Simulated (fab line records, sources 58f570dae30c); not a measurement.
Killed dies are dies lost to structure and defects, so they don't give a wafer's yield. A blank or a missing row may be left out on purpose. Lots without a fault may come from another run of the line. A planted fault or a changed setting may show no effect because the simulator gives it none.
Problem report in the 8D (eight disciplines) form, filled by code | flow berkeley_cmos170 | the parts of the form that need people (team, actions taken, sign-off) are left out

1. THE PROBLEM
oes_product_au at UCB170_GATE_ETCH_15 reads a mean of 0.951 a.u. on 6 wafers of 2 lots; wafers without a fault read 0.831 a.u. with a standard deviation of 0.011. That is +11 standard deviations from the usual mean.
The step: etches poly-Si in HBr/Cl2, stops on SiO2, time 56.3 s, target depth 278.2 nm.
First seen on wafer L442.1, day 8 13:08, on rie_si-01. The record holds 18 wafers of 6 lots with a number at this step. Rule for "out", or "out of limits": more than 4 standard deviations from the usual mean. The other wafers with a number count as sound.

2. WHAT IT IS AND WHAT IT IS NOT
question                    | is                     | is not
which readings at this step | oes_product_au         | drypump_motor_current_A, rf_fwd_power_W, throttle_valve_pct
which lots                  | L442, L447             | L436, L437, L444, L454
which wafers of those lots  | all that have a number | -
read on which tools         | rie_si-01              | rie_si-02
when                        | from day 8 13:08       | up to then (6 sound wafers); but 6 sound wafers of L444, L454 came after

3. SUSPECTS, AND WHAT RULES EACH OUT
Counting: a tool at a process step up to the reading stays a suspect if it ran every lot that is out and no sound lot after the first of them.
- rie_diel-01 at UCB170_GATE_ETCH_14 (etches BARC in N2/H2): ruled out as a lasting fault. Sound lots L454 ran on it after its first lot that is out, L442 (day 8 13:06).
- rie_si-01 at UCB170_GATE_ETCH_15 (etches poly-Si in HBr/Cl2, stops on SiO2, time 56.3 s, target depth 278.2 nm): kept. It ran every lot that is out, first L442 (day 8 13:08), and no sound lot after that; its last sound lot up to then is L437 (day 6 17:32). Its own readings are out on those wafers: oes_product_au.
Left after counting: rie_si-01 at UCB170_GATE_ETCH_15.

4. THE CAUSE (what the simulator had put in)
Process parameter drift: rie_si-01, from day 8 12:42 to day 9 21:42, at UCB170_GATE_ETCH_15. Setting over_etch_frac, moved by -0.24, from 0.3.
Counting left only this tool.

5. THE CHAIN OF EFFECTS, in route order
Each row: a reading whose mean over the struck wafers that have a number lies more than 3 standard deviations from the usual. Only readings for which the record gives a usual standard deviation are gone through. hours: the time from each lot's start at the first step in this table that gives one to its start at this step, as a median over the lots. sigmas: the change in usual standard deviations.
hours | step                | reading        | usual      | on struck wafers | change | sigmas
0     | UCB170_GATE_ETCH_15 | oes_product_au | 0.831 a.u. | 0.951            | +0.120 | +11
The process steps in it:
- UCB170_GATE_ETCH_15: etches poly-Si in HBr/Cl2, stops on SiO2, time 56.3 s, target depth 278.2 nm.

6. WHAT WOULD HAVE CAUGHT IT SOONER
In this record the first reading out of limits was taken at day 8 13:08, 0 hours after the fault began at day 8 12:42.
